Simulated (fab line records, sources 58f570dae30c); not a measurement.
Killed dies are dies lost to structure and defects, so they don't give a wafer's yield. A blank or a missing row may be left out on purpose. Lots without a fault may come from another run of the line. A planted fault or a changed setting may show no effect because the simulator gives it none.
Problem report in the 8D (eight disciplines) form, filled by code | flow berkeley_cmos170 | the parts of the form that need people (team, actions taken, sign-off) are left out

1. THE PROBLEM
rf_fwd_power_W at UCB170_GATE_ETCH_15 reads a mean of 344.4 W on 1 wafer of 1 lot; wafers without a fault read 297.6 W with a standard deviation of 1.2. That is +39 standard deviations from the usual mean.
The step: etches poly-Si in HBr/Cl2, stops on SiO2, time 56.3 s, target depth 278.2 nm.
First seen on wafer L867.3, day 9 14:17, on rie_si-02. The record holds 39 wafers of 13 lots with a number at this step. Rule for "out", or "out of limits": more than 4 standard deviations from the usual mean. The other wafers with a number count as sound.

2. WHAT IT IS AND WHAT IT IS NOT
question                    | is               | is not
which readings at this step | rf_fwd_power_W   | drypump_motor_current_A, oes_product_au, throttle_valve_pct
which lots                  | L867             | L850, L851, L852, L855, L856, L859, L860, L861, L862, L863, L869, L873
which wafers of those lots  | L867.3           | L867.4, L867.5
read on which tools         | rie_si-02        | rie_si-01
when                        | from day 9 14:17 | up to then (32 sound wafers); but 6 sound wafers of L869, L873 came after

3. SUSPECTS, AND WHAT RULES EACH OUT
Counting: a tool at a process step up to the reading stays a suspect if it ran every lot that is out. Sound lots after the first of them don't rule it out here, since some wafers of a struck lot are sound.
- rie_si-02 at UCB170_GATE_ETCH_15 (etches poly-Si in HBr/Cl2, stops on SiO2, time 56.3 s, target depth 278.2 nm): kept. It ran the lot that is out, L867 (day 9 14:17); its last sound lot up to then is L863 (day 8 12:04). Its own readings are out on those wafers: rf_fwd_power_W.
- Within rie_si-02 at UCB170_GATE_ETCH_15: the wafers that are out ran in chamber 1; their sound lot-mates ran in chamber 3.
Left after counting: rie_si-02 at UCB170_GATE_ETCH_15.

4. THE CAUSE (what the simulator had put in)
Process parameter drift: rie_si-02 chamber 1, from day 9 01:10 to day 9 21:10, at UCB170_GATE_ETCH_15. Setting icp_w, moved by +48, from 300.
Counting left only this tool.

5. THE CHAIN OF EFFECTS, in route order
Each row: a reading whose mean over the struck wafers that have a number lies more than 3 standard deviations from the usual. Only readings for which the record gives a usual standard deviation are gone through. hours: the time from each lot's start at the first step in this table that gives one to its start at this step, as a median over the lots. sigmas: the change in usual standard deviations.
hours | step                | reading        | usual   | on struck wafers | change | sigmas
0     | UCB170_GATE_ETCH_15 | rf_fwd_power_W | 297.6 W | 344.4            | +46.8  | +39
The process steps in it:
- UCB170_GATE_ETCH_15: etches poly-Si in HBr/Cl2, stops on SiO2, time 56.3 s, target depth 278.2 nm.

6. WHAT WOULD HAVE CAUGHT IT SOONER
In this record the first reading out of limits was taken at day 9 14:17, 13 hours after the fault began at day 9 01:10.
